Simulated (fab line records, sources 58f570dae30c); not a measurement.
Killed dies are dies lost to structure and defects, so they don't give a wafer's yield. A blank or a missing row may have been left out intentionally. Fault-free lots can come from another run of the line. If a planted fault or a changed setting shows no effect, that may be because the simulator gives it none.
Which tool was responsible? / flow berkeley cmos170 / 14 lots with 42 wafers sampled at 3 steps, on a route of 331 steps

== WHAT EACH GAUGE READ, for each wafer ==
UCB170_NWELL_THK_MEAS_05. Usual: NWELL_NITRIDE_THK typically reads 224.3 nm, with standard deviation 2.5.
lot=L939; measured=day 2 15:07; on=film metro-03; NWELL_NITRIDE_THK (nm)=225.2 223.9 226.4; flag=
lot=L940; measured=day 3 02:41; on=film metro-03; NWELL_NITRIDE_THK (nm)=227.4 225.3 226.3; flag=
lot=L941; measured=day 3 14:19; on=film metro-04; NWELL_NITRIDE_THK (nm)=223.4 226.1 224.3; flag=
lot=L942; measured=day 3 14:20; on=film metro-01; NWELL_NITRIDE_THK (nm)=227.6 225.5 225.9; flag=
lot=L943; measured=day 3 23:13; on=film metro-04; NWELL_NITRIDE_THK (nm)=226.4 225.2 225.0; flag=
lot=L944; measured=day 3 23:17; on=film metro-04; NWELL_NITRIDE_THK (nm)=222.5 222.2 222.1; flag=
lot=L946; measured=day 4 11:29; on=film metro-01; NWELL_NITRIDE_THK (nm)=226.6 226.5 226.4; flag=
lot=L945; measured=day 4 11:30; on=film metro-03; NWELL_NITRIDE_THK (nm)=228.0 227.4 227.0; flag=
lot=L949; measured=day 5 13:28; on=film metro-01; NWELL_NITRIDE_THK (nm)=220.7 220.2 221.1; flag=
lot=L952; measured=day 5 18:04; on=film metro-01; NWELL_NITRIDE_THK (nm)=229.9 228.9 228.1; flag=
lot=L954; measured=day 6 01:50; on=film metro-04; NWELL_NITRIDE_THK (nm)=223.0 222.1 221.9; flag=
lot=L957; measured=day 6 06:45; on=film metro-03; NWELL_NITRIDE_THK (nm)=229.0 227.5 228.2; flag=
lot=L958; measured=day 6 11:28; on=film metro-03; NWELL_NITRIDE_THK (nm)=221.4 223.4 222.4; flag=
lot=L959; measured=day 6 20:35; on=film metro-03; NWELL_NITRIDE_THK (nm)=224.6 223.7 223.3; flag=

UCB170_PWELL_THK_MEAS_03. Usual: PWELL_OXIDE_THK typically reads 26.3 nm, with standard deviation 0.47.
lot=L939; measured=day 3 03:53; on=film metro-04; PWELL_OXIDE_THK (nm)=26.4 26.4 26.4; flag=
lot=L940; measured=day 3 20:44; on=film metro-04; PWELL_OXIDE_THK (nm)=27.1 26.3 26.3; flag=
lot=L941; measured=day 4 04:38; on=film metro-04; PWELL_OXIDE_THK (nm)=26.6 26.5 26.1; flag=
lot=L942; measured=day 4 04:36; on=film metro-02; PWELL_OXIDE_THK (nm)=25.9 26.0 26.0; flag=
lot=L943; measured=day 4 21:12; on=film metro-04; PWELL_OXIDE_THK (nm)=26.6 26.6 26.7; flag=
lot=L944; measured=day 4 21:12; on=film metro-01; PWELL_OXIDE_THK (nm)=26.6 27.2 26.9; flag=
lot=L946; measured=day 4 21:14; on=film metro-02; PWELL_OXIDE_THK (nm)=25.6 26.3 26.8; flag=
lot=L945; measured=day 4 21:17; on=film metro-04; PWELL_OXIDE_THK (nm)=26.2 26.2 26.2; flag=
lot=L949; measured=day 6 01:00; on=film metro-04; PWELL_OXIDE_THK (nm)=25.7 25.9 25.5; flag=
lot=L952; measured=day 6 05:07; on=film metro-01; PWELL_OXIDE_THK (nm)=27.1 26.8 26.7; flag=
lot=L954; measured=day 6 13:42; on=film metro-02; PWELL_OXIDE_THK (nm)=26.6 26.4 26.7; flag=
lot=L957; measured=day 6 19:13; on=film metro-01; PWELL_OXIDE_THK (nm)=26.6 26.6 26.7; flag=
lot=L958; measured=day 6 23:00; on=film metro-02; PWELL_OXIDE_THK (nm)=26.2 25.8 25.6; flag=
lot=L959; measured=day 7 12:46; on=film metro-02; PWELL_OXIDE_THK (nm)=25.4 26.0 25.3; flag=

UCB170_ACTIVE_THK_MEAS_03. Usual: ACTIVE_OXIDE_THK typically reads 26.4 nm, with standard deviation 0.43.
lot=L939; measured=day 5 03:37; on=film metro-01; ACTIVE_OXIDE_THK (nm)=26.4 26.1 26.2; flag=
lot=L940; measured=day 5 11:59; on=film metro-02; ACTIVE_OXIDE_THK (nm)=25.7 26.2 25.5; flag=
lot=L941; measured=day 5 21:19; on=film metro-01; ACTIVE_OXIDE_THK (nm)=26.8 27.1 26.6; flag=
lot=L942; measured=day 5 21:20; on=film metro-03; ACTIVE_OXIDE_THK (nm)=26.3 26.1 26.3; flag=
lot=L943; measured=day 6 07:47; on=film metro-01; ACTIVE_OXIDE_THK (nm)=26.5 26.5 26.8; flag=
lot=L944; measured=day 6 07:47; on=film metro-02; ACTIVE_OXIDE_THK (nm)=26.8 27.2 26.4; flag=
lot=L946; measured=day 6 07:51; on=film metro-02; ACTIVE_OXIDE_THK (nm)=26.3 26.5 25.9; flag=
lot=L945; measured=day 6 07:48; on=film metro-03; ACTIVE_OXIDE_THK (nm)=26.5 26.4 26.8; flag=
lot=L949; measured=day 7 10:05; on=film metro-02; ACTIVE_OXIDE_THK (nm)=27.3 26.6 27.5; flag=
lot=L952; measured=day 7 10:02; on=film metro-03; ACTIVE_OXIDE_THK (nm)=26.7 27.1 26.7; flag=
lot=L954; measured=day 7 21:34; on=film metro-01; ACTIVE_OXIDE_THK (nm)=26.3 26.2 26.1; flag=
lot=L957; measured=day 8 04:20; on=film metro-01; ACTIVE_OXIDE_THK (nm)=26.1 26.4 26.6; flag=
lot=L958; measured=day 8 08:31; on=film metro-02; ACTIVE_OXIDE_THK (nm)=25.8 25.9 26.4; flag=
lot=L959; measured=day 8 23:38; on=film metro-03; ACTIVE_OXIDE_THK (nm)=26.5 26.0 26.2; flag=

== WHAT TOOL EACH LOT RAN ON (gives the tool, then ch and the chambers of the sampled wafers, and finally the start) ==
The record shows no process step preceding these readings.

== AS READ BY THE TOOLS THEMSELVES (means over the sampled wafers that have a number; for cases with no such wafer, the mark the record gives instead) ==
The record holds no such reading with a usual standard deviation.

== THE ANSWER, worked out from the rows above alone ==
Rule: a lot is off if the mean of its wafers that have a number lies more than 3 standard deviations from the usual mean. Also off: a lot with no number at a reading for which 4 or more lots have one. The other lots that the step has rows for count as sound. First the gauges in route order, then the tools' own readings, where a lot's mean is used as printed above. The first step at which some lot is off is used, and at that step the reading that is off furthest; a lot without a number counts as furthest.
Across all readings shown, no lot is off: no conclusion can be drawn from this.

== WHAT THE SIMULATOR HAD INSERTED ==
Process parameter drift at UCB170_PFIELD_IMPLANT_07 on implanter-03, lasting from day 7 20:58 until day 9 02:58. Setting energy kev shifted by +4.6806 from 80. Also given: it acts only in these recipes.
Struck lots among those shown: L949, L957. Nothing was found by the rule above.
